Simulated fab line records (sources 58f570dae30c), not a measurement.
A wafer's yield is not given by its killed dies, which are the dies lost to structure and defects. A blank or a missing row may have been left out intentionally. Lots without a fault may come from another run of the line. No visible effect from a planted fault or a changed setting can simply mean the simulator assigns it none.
Which tool is to blame?	flow berkeleyCmos170	14 lots with 42 wafers sampled at 6 steps, on a route of 331 steps

WHAT THE GAUGES SHOWED, per wafer
UCB170_M1_CD_MEAS_90 targets a cd of 700 nm. Usual: cdNm reads 698.9 nm (standard deviation 2.2).
lot	measured	on	cdNm (nm)	flag
L183	day 8 03:01	cdSem-01	696.4 696.3 697.2	
L179	day 8 04:59	cdSem-01	695.0 698.5 698.7	
L182	day 8 11:59	cdSem-01	697.6 699.3 696.6	
L181	day 8 12:17	cdSem-02	698.5 698.5 699.8	
L186	day 9 14:10	cdSem-02	700.1 700.1 699.3	
L188	day 9 15:34	cdSem-01	697.7 695.4 697.2	
L192	day 10 14:03	cdSem-01	700.4 696.9 700.0	
L189	day 10 16:47	cdSem-01	694.4 696.2 697.3	
L191	day 10 16:53	cdSem-01	697.4 697.8 697.3	
L195	day 10 21:38	cdSem-01	696.4 696.4 699.6	
L197	day 11 14:21	cdSem-01	695.8 695.9 695.2	
L200	day 12 03:32	cdSem-02	702.2 698.9 704.7	
L202	day 12 15:08	cdSem-01	700.6 701.5 701.2	
L201	day 12 16:28	cdSem-01	703.3 702.2 701.0	

UCB170_M2_OVL_MEAS_16. Usual: M2_OVL 5 nm, standard deviation 5.
lot	measured	on	M2_OVL (nm)	flag
L183	day 8 14:20	overlay-01	6 6 3	
L179	day 8 15:55	overlay-02	10 2 6	
L182	day 9 01:38	overlay-01	11 8 1	
L181	day 9 01:46	overlay-02	6 3 8	
L186	day 9 21:39	overlay-02	9 -2 4	
L188	day 9 22:41	overlay-02	12 7 11	
L192	day 10 20:03	overlay-01	2 4 5	
L189	day 11 03:05	overlay-02	1 13 7	
L191	day 11 03:20	overlay-02	-6 3 -5	
L195	day 11 06:56	overlay-01	5 5 1	
L197	day 11 20:58	overlay-01	8 1 8	
L200	day 12 10:47	overlay-01	7 11 15	
L202	day 12 21:19	overlay-02	-1 -4 -5	
L201	day 12 22:25	overlay-01	-6 -1 -2	

UCB170_M3_RS_MEAS_02: a four-point-probe measurement. Usual: M3_AL_RS 0.0321 ohm/sq, standard deviation 0.00031.
lot	measured	on	M3_AL_RS (ohm/sq)	flag
L183	day 8 20:34	filmMetro-03	0.0324 0.0326 0.0325	
L179	day 8 21:59	filmMetro-03	0.0318 0.0320 0.0319	
L182	day 9 04:44	filmMetro-01	0.0321 0.0323 0.0322	
L181	day 9 04:53	filmMetro-04	0.0321 0.0320 0.0319	
L186	day 10 00:42	filmMetro-04	0.0320 0.0318 0.0319	
L188	day 10 01:37	filmMetro-04	0.0323 0.0322 0.0321	
L192	day 10 23:29	filmMetro-03	0.0204 0.0204 0.0205	OFF
L189	day 11 06:51	filmMetro-03	0.0320 0.0322 0.0322	
L191	day 11 07:09	filmMetro-03	0.0206 0.0205 0.0205	OFF
L195	day 11 10:13	filmMetro-01	0.0317 0.0316 0.0320	
L197	day 12 00:00	filmMetro-03	0.0322 0.0320 0.0321	
L200	day 12 13:41	filmMetro-04	0.0319 0.0318 0.0320	
L202	day 13 00:13	filmMetro-03	0.0329 0.0323 0.0329	
L201	day 13 01:32	filmMetro-01	0.0319 0.0323 0.0322	

UCB170_M3_THK_MEAS_03: measures by xrf. Usual: M3_AL_THK 913 nm, standard deviation 10.
lot	measured	on	M3_AL_THK (nm)	flag
L183	day 8 20:40	filmMetro-03	896 893 898	
L179	day 8 22:05	filmMetro-03	916 907 912	
L182	day 9 04:51	filmMetro-01	914 910 916	
L181	day 9 05:00	filmMetro-04	911 909 911	
L186	day 10 00:49	filmMetro-04	908 915 912	
L188	day 10 01:43	filmMetro-04	898 901 903	
L192	day 10 23:36	filmMetro-03	1414 1418 1409	OFF
L189	day 11 06:58	filmMetro-03	914 908 908	
L191	day 11 07:16	filmMetro-03	1412 1418 1418	OFF
L195	day 11 10:20	filmMetro-01	934 939 924	
L197	day 12 00:07	filmMetro-03	912 915 919	
L200	day 12 13:49	filmMetro-04	908 919 914	
L202	day 13 00:20	filmMetro-03	900 918 897	
L201	day 13 01:39	filmMetro-01	925 913 915	

EACH LOT AND THE TOOL THAT RAN IT (in order: tool; ch and the chambers of the sampled wafers; start)
lot	UCB170_V2_ETCH_14	UCB170_M3_SPUTTER_01
L183	rieDiel-04 ch 0,3, day 8 19:58	pvdSputter-01, day 8 20:26
L179	rieDiel-04 ch 1,3, day 8 21:25	pvdSputter-01, day 8 21:53
L182	rieDiel-01 ch 1,2, day 9 04:10	pvdSputter-01, day 9 04:39
L181	rieDiel-02 ch 0,3, day 9 04:19	pvdSputter-02, day 9 04:47
L186	rieDiel-02 ch 0,1,2, day 10 00:08	pvdSputter-02, day 10 00:35
L188	rieDiel-01 ch 1,3, day 10 01:02	pvdSputter-03, day 10 01:31
L192	rieDiel-02 ch 0,1,2, day 10 22:56	pvdSputter-01, day 10 23:23
L189	rieDiel-04 ch 0,1,3, day 11 06:17	pvdSputter-02, day 11 06:45
L191	rieDiel-01 ch 0,2, day 11 06:34	pvdSputter-01, day 11 07:04
L195	rieDiel-04 ch 0,2, day 11 09:40	pvdSputter-03, day 11 10:08
L197	rieDiel-04 ch 0,1, day 11 23:28	pvdSputter-02, day 11 23:55
L200	rieDiel-02 ch 0,1,3, day 12 13:08	pvdSputter-03, day 12 13:37
L202	rieDiel-02 ch 2,3, day 12 23:40	pvdSputter-02, day 13 00:08
L201	rieDiel-01 ch 0,1, day 13 00:58	pvdSputter-03, day 13 01:26
- UCB170_V2_ETCH_14: etches SiO2 in CHF3/CF4/Ar, stops on Al, target depth 1250 nm, time 291 s.
- UCB170_M3_SPUTTER_01: material Al, target thk 900 nm, time 120 s.

AS READ BY THE TOOLS THEMSELVES (means over the sampled wafers that have a number; for cases with no such wafer, the mark the record gives instead)
UCB170_V2_ETCH_14. Usual: drypumpMotorCurrentA 5.7 A, standard deviation 0.42; oesProductAu 0.876 a.u., standard deviation 0.015; throttleValvePct 6.96 %, standard deviation 0.12.
lot	tool	drypumpMotorCurrentA (A)	oesProductAu (a.u.)	throttleValvePct (%)	flag
L183	rieDiel-04	6.2	0.866	6.98	
L179	rieDiel-04	5.8	0.872	6.74	
L182	rieDiel-01	5.4	0.889	6.97	
L181	rieDiel-02	5.2	0.867	6.97	
L186	rieDiel-02	5.6	0.870	6.96	
L188	rieDiel-01	5.8	0.863	6.99	
L192	rieDiel-02	5.5	0.868	6.96	
L189	rieDiel-04	5.8	0.866	6.88	
L191	rieDiel-01	5.4	0.894	7.10	
L195	rieDiel-04	5.8	0.871	7.06	
L197	rieDiel-04	5.6	0.874	6.90	
L200	rieDiel-02	5.5	0.872	6.97	
L202	rieDiel-02	5.9	0.888	6.90	
L201	rieDiel-01	5.3	0.883	6.95	

UCB170_M3_SPUTTER_01. Usual: chamberPressurePa 0.4999 Pa, standard deviation 0.001; throttleValvePct 29.7 %, standard deviation 1.5.
lot	tool	chamberPressurePa (Pa)	throttleValvePct (%)	flag
L183	pvdSputter-01	0.5002	28.8	
L179	pvdSputter-01	0.5000	29.3	
L182	pvdSputter-01	0.4996	30.0	
L181	pvdSputter-02	0.5002	29.9	
L186	pvdSputter-02	0.4997	30.1	
L188	pvdSputter-03	0.4991	30.2	
L192	pvdSputter-01	0.5000	28.6	
L189	pvdSputter-02	0.5006	29.3	
L191	pvdSputter-01	0.4991	29.7	
L195	pvdSputter-03	0.5003	30.9	
L197	pvdSputter-02	0.4991	30.3	
L200	pvdSputter-03	0.5003	31.0	
L202	pvdSputter-02	0.4993	29.6	
L201	pvdSputter-03	0.5010	30.7	

THE ANSWER, worked out from the rows above alone
Rule: take the mean of a lot's wafers that have a number; if it is more than 3 standard deviations from the usual mean, the lot is off. A lot without any number at a reading at which 4 lots or more have one is off too. Where the step has rows for the other lots, those lots are counted as sound. First the gauges in route order, then the tools' own readings, where a lot's mean is used as printed above. The first step at which some lot is off is used, and at that step the reading that is off furthest; a lot without a number counts as furthest.
Off: L192, L191, at UCB170_M3_RS_MEAS_02 (M3_AL_RS).
A tool fits if, at a process step before that reading, it ran every lot that is off, and no sound lot after the first of them. The gauges at UCB170_M3_RS_MEAS_02 are tried like those tools. One fits: pvdSputter-01 at UCB170_M3_SPUTTER_01. A fault onset in the window from L182 (day 9 04:39, its last sound lot) to L192 (day 10 23:23, its first lot off) fits.

WHAT THE SIMULATOR HAD PUT IN
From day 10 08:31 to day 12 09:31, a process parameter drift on pvdSputter-01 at UCB170_M3_SPUTTER_01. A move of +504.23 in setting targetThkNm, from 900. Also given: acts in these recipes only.
Shown lots that were struck: L192, L191. Same finding as the rule above.
